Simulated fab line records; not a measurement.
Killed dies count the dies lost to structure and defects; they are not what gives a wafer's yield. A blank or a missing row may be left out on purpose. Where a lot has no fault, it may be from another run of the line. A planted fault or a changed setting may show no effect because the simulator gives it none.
Which tool was responsible? ; flow berkeley_cmos170 ; Sampling: 24 lots, 72 wafers, 6 of 331 route steps

== WHAT THE GAUGES SHOWED, per wafer ==
UCB170_NWELL_THK_MEAS_02.
lot;measured;on;NWELL_OXIDE_THK (nm)
L074;day 1 22:38;film_metro-02;26.1 25.8 25.8
L075;day 2 06:51;film_metro-02;27.1 26.9 27.2
L076;day 2 10:43;film_metro-04;26.1 25.9 26.4
L077;day 2 12:49;film_metro-02;26.4 26.0 26.5
L078;day 2 18:07;film_metro-04;26.0 26.4 26.7
L079;day 3 02:18;film_metro-04;26.8 26.9 27.1
L080;day 3 09:10;film_metro-03;26.4 26.5 26.6
L081;day 3 12:57;film_metro-03;25.9 25.9 25.9
L082;day 3 17:16;film_metro-03;26.3 26.5 26.6
L083;day 3 21:49;film_metro-02;26.7 26.5 26.9
L085;day 4 03:18;film_metro-03;26.3 26.0 26.2
L084;day 4 03:22;film_metro-03;26.7 26.4 26.6
L086;day 4 13:13;film_metro-03;26.1 26.6 26.5
L087;day 4 18:55;film_metro-03;26.6 26.7 26.7
L088;day 4 18:55;film_metro-02;26.3 26.5 25.7
L089;day 5 03:51;film_metro-03;25.7 26.5 26.1
L090;day 5 07:14;film_metro-03;25.9 25.4 25.4
L091;day 5 12:50;film_metro-03;26.5 26.6 26.1
L092;day 5 16:34;film_metro-04;26.3 26.9 26.5
L093;day 5 22:32;film_metro-04;26.2 26.8 26.9
L095;day 6 06:44;film_metro-02;26.9 26.3 26.8
L094;day 6 06:46;film_metro-04;26.3 26.1 26.8
L096;day 6 11:22;film_metro-02;25.6 25.4 25.7
L097;day 6 16:06;film_metro-02;25.8 25.7 26.1

UCB170_GATE_THK_MEAS_02.
lot;measured;on;GATE_OXIDE_THK (nm)
L074;day 5 20:25;film_metro-04;6.65 6.66 6.63
L075;day 5 20:28;film_metro-04;6.76 6.74 6.66
L076;day 5 20:32;film_metro-04;6.83 6.67 6.75
L077;day 5 20:31;film_metro-03;6.66 6.56 6.72
L078;day 6 12:51;film_metro-04;6.54 6.63 6.60
L079;day 6 18:35;film_metro-04;6.59 6.58 6.57
L080;day 6 18:35;film_metro-03;6.49 6.31 6.37
L081;day 7 08:48;film_metro-04;6.56 6.54 6.56
L082;day 7 08:47;film_metro-03;6.75 6.87 6.71
L083;day 7 20:07;film_metro-03;6.32 6.33 6.46
L085;day 8 04:27;film_metro-04;6.70 6.60 6.62
L084;day 8 04:28;film_metro-01;6.39 6.45 6.23
L086;day 8 18:04;film_metro-03;6.71 6.66 6.66
L087;day 8 18:05;film_metro-01;6.77 6.72 6.70
L088;day 8 18:08;film_metro-03;6.61 6.68 6.65
L089;day 9 08:10;film_metro-01;6.55 6.43 6.45
L090;day 9 08:11;film_metro-04;6.60 6.51 6.68
L091;day 9 08:10;film_metro-03;6.73 6.67 6.72
L092;day 9 14:25;film_metro-04;6.57 6.34 6.46
L093;day 10 01:46;film_metro-04;6.60 6.60 6.54
L095;day 10 08:46;film_metro-01;6.42 6.44 6.43
L094;day 10 08:47;film_metro-04;6.60 6.57 6.50
L096;day 10 08:50;film_metro-04;6.56 6.51 6.52
L097;day 10 20:53;film_metro-01;6.63 6.72 6.73

UCB170_CONTACT_CD_MEAS_15 targets a cd of 700 nm.
lot;measured;on;cd_nm (nm)
L074;day 7 06:51;cd_sem-02;701.2 700.8 700.2
L075;day 7 05:09;cd_sem-01;702.0 701.4 701.4
L076;day 7 06:42;cd_sem-01;698.4 699.5 699.0
L077;day 7 06:33;cd_sem-02;700.5 702.1 702.6
L078;day 7 15:56;cd_sem-02;701.5 701.8 701.7
L079;day 8 02:15;cd_sem-01;702.6 703.8 703.0
L080;day 8 02:52;cd_sem-01;699.1 699.0 701.0
L081;day 8 19:37;cd_sem-01;700.7 698.8 698.7
L082;day 8 19:20;cd_sem-02;699.1 697.9 697.9
L083;day 8 22:24;cd_sem-02;700.3 700.3 698.1
L085;day 9 12:37;cd_sem-01;701.4 702.3 701.4
L084;day 9 10:55;cd_sem-01;701.2 701.3 702.1
L086;day 9 20:29;cd_sem-02;701.6 700.3 699.4
L087;day 9 21:52;cd_sem-02;700.3 700.7 701.0
L088;day 9 21:37;cd_sem-01;698.9 698.9 699.6
L089;day 10 15:53;cd_sem-01;696.8 698.7 699.5
L090;day 10 15:41;cd_sem-02;701.1 699.4 699.5
L091;day 10 16:01;cd_sem-02;699.7 700.0 699.4
L092;day 10 22:23;cd_sem-01;701.0 701.7 700.8
L093;day 11 11:10;cd_sem-02;699.2 701.1 700.5
L095;day 11 16:55;cd_sem-02;698.6 699.0 699.2
L094;day 11 16:41;cd_sem-01;700.4 700.2 700.7
L096;day 11 17:00;cd_sem-01;701.6 701.4 701.7
L097;day 12 00:14;cd_sem-02;701.8 702.5 701.5

UCB170_CONTACT_OVL_MEAS_16.
lot;measured;on;CONTACT_OVL (nm)
L074;day 7 06:58;overlay-01;-8 -4 -11
L075;day 7 05:16;overlay-02;-1 0 0
L076;day 7 06:48;overlay-02;1 -4 3
L077;day 7 06:40;overlay-01;2 9 5
L078;day 7 16:04;overlay-01;5 -3 -4
L079;day 8 02:22;overlay-01;-4 -6 -1
L080;day 8 02:59;overlay-01;-5 -12 -7
L081;day 8 19:43;overlay-01;2 4 1
L082;day 8 19:28;overlay-02;-6 1 -5
L083;day 8 22:29;overlay-02;-8 -6 -9
L085;day 9 12:43;overlay-02;2 5 -5
L084;day 9 11:01;overlay-02;5 2 8
L086;day 9 20:36;overlay-02;-4 -2 -9
L087;day 9 21:59;overlay-01;-10 -2 -10
L088;day 9 21:44;overlay-02;-4 -1 -4
L089;day 10 16:00;overlay-01;3 -3 -2
L090;day 10 15:46;overlay-02;-2 -4 0
L091;day 10 16:07;overlay-02;-7 3 -8
L092;day 10 22:31;overlay-01;-5 -4 1
L093;day 11 11:17;overlay-01;3 3 2
L095;day 11 17:02;overlay-01;-1 -2 6
L094;day 11 16:46;overlay-02;-3 1 3
L096;day 11 17:05;overlay-02;2 -7 7
L097;day 12 00:20;overlay-01;-7 -10 -6

== TOOL THAT RAN EACH LOT (tool first, then ch and the chambers of the sampled wafers, then the start) ==
lot;UCB170_SPACER_CVD_00;UCB170_SDANNEAL_RTA_01
L074;pecvd-03 ch 0,1,2, day 6 13:34;rtp_anneal-01 ch 0, day 6 23:31
L075;pecvd-03 ch 1,2, day 6 13:31;rtp_anneal-02 ch 0, day 6 23:07
L076;pecvd-04 ch 0,1, day 6 13:31;rtp_anneal-02 ch 0, day 6 23:20
L077;pecvd-01 ch 0,2, day 6 13:31;rtp_anneal-01 ch 0, day 6 23:17
L078;pecvd-03 ch 0,1, day 7 01:08;rtp_anneal-02 ch 0, day 7 10:04
L079;pecvd-01 ch 0,1,2, day 7 08:18;rtp_anneal-01 ch 0, day 7 21:26
L080;pecvd-03 ch 0,1,2, day 7 08:39;rtp_anneal-02 ch 0, day 7 21:59
L081;pecvd-04 ch 0,2, day 8 00:08;rtp_anneal-02 ch 0, day 8 14:39
L082;pecvd-01 ch 0,1, day 7 23:27;rtp_anneal-01 ch 0, day 8 14:37
L083;pecvd-03 ch 0,2, day 8 10:04;rtp_anneal-01 ch 0, day 8 17:46
L085;pecvd-03 ch 0,1,2, day 8 18:15;rtp_anneal-01 ch 0, day 9 05:59
L084;pecvd-01 ch 0,1, day 8 18:07;rtp_anneal-02 ch 0, day 9 05:49
L086;pecvd-03 ch 0,1,2, day 9 06:47;rtp_anneal-02 ch 0, day 9 15:14
L087;pecvd-01 ch 0,1, day 9 07:28;rtp_anneal-01 ch 0, day 9 16:14
L088;pecvd-04 ch 0,1,2, day 9 07:04;rtp_anneal-01 ch 0, day 9 15:36
L089;pecvd-01 ch 0,1, day 9 20:31;rtp_anneal-02 ch 0, day 10 07:49
L090;pecvd-03 ch 1,2, day 9 20:12;rtp_anneal-01 ch 0, day 10 07:37
L091;pecvd-04 ch 0,1, day 9 20:25;rtp_anneal-01 ch 0, day 10 08:03
L092;pecvd-04 ch 1,2, day 10 03:50;rtp_anneal-02 ch 0, day 10 16:12
L093;pecvd-01 ch 0,1,2, day 10 18:47;rtp_anneal-01 ch 0, day 11 05:02
L095;pecvd-03 ch 0,1,2, day 10 22:59;rtp_anneal-01 ch 0, day 11 11:10
L094;pecvd-03 ch 0,1, day 10 22:49;rtp_anneal-02 ch 0, day 11 11:04
L096;pecvd-01 ch 0,1,2, day 10 23:10;rtp_anneal-02 ch 0, day 11 11:16
L097;pecvd-01 ch 0,1,2, day 11 10:19;rtp_anneal-01 ch 0, day 11 19:16
- UCB170_SPACER_CVD_00: deposits SiO2 from TEOS/O2, target thk 376 nm, time 47 s.
- UCB170_SDANNEAL_RTA_01: time 5 s.

== WHAT THE TOOLS THEMSELVES READ (means of the sampled wafers that have a number; where no wafer has one, the mark that the record gives instead) ==
UCB170_SPACER_CVD_00.
lot;tool;heater_power_w (W)
L074;pecvd-03;254
L075;pecvd-03;310
L076;pecvd-04;309
L077;pecvd-01;243
L078;pecvd-03;266
L079;pecvd-01;234
L080;pecvd-03;309
L081;pecvd-04;300
L082;pecvd-01;195
L083;pecvd-03;264
L085;pecvd-03;309
L084;pecvd-01;190
L086;pecvd-03;293
L087;pecvd-01;200
L088;pecvd-04;291
L089;pecvd-01;222
L090;pecvd-03;279
L091;pecvd-04;307
L092;pecvd-04;264
L093;pecvd-01;207
L095;pecvd-03;287
L094;pecvd-03;263
L096;pecvd-01;198
L097;pecvd-01;229

UCB170_SDANNEAL_RTA_01.
lot;tool;anneal_temp_c_max;lamp_power_pct (%);wafer_temp_C_max
L074;rtp_anneal-01;1058.5;37.9;1053.0
L075;rtp_anneal-02;1053.8;36.1;1054.9
L076;rtp_anneal-02;1053.2;36.1;1055.5
L077;rtp_anneal-01;1058.0;37.9;1052.7
L078;rtp_anneal-02;1052.5;36.1;1055.4
L079;rtp_anneal-01;1059.5;37.9;1053.1
L080;rtp_anneal-02;1053.2;36.1;1054.8
L081;rtp_anneal-02;1052.7;36.1;1055.5
L082;rtp_anneal-01;1059.1;37.9;1052.2
L083;rtp_anneal-01;1057.8;37.9;1052.1
L085;rtp_anneal-01;1056.8;37.9;1052.5
L084;rtp_anneal-02;1053.5;36.1;1054.3
L086;rtp_anneal-02;1053.5;36.1;1054.2
L087;rtp_anneal-01;1057.3;37.9;1053.6
L088;rtp_anneal-01;1058.0;37.9;1053.1
L089;rtp_anneal-02;1054.1;36.1;1054.5
L090;rtp_anneal-01;1059.1;37.9;1053.6
L091;rtp_anneal-01;1058.8;37.9;1052.9
L092;rtp_anneal-02;1052.5;36.1;1054.4
L093;rtp_anneal-01;1057.7;37.9;1053.7
L095;rtp_anneal-01;1058.8;37.9;1052.6
L094;rtp_anneal-02;1054.1;36.1;1055.2
L096;rtp_anneal-02;1053.7;36.1;1055.1
L097;rtp_anneal-01;1059.3;37.9;1052.3

== THE ANSWER, worked out from the rows above alone ==
Rule: the usual values come from the lots themselves. Put in order of their means at a reading, lots are off if they are a third of the lots or fewer, leave a main group of 4 or more, and stand apart from it by a gap of 3 or more times the standard deviation of the main group's means; of several such gaps the widest counts. The tables above print the reading to a certain number of digits; a main group whose means all agree to those digits is not used. A lot without any number at a reading at which 4 lots or more have one is off too. The other lots that the step has rows for count as sound. Order of review: gauges by route order, followed by the tools' own readings, for which a lot's mean as printed above is used. At the first step where some lot is off, the reading lying furthest off is the one used; lots without a number count as furthest.
Nothing can be told from this: no lot is off at any reading shown.

== WHAT HAD BEEN PUT IN BY THE SIMULATOR ==
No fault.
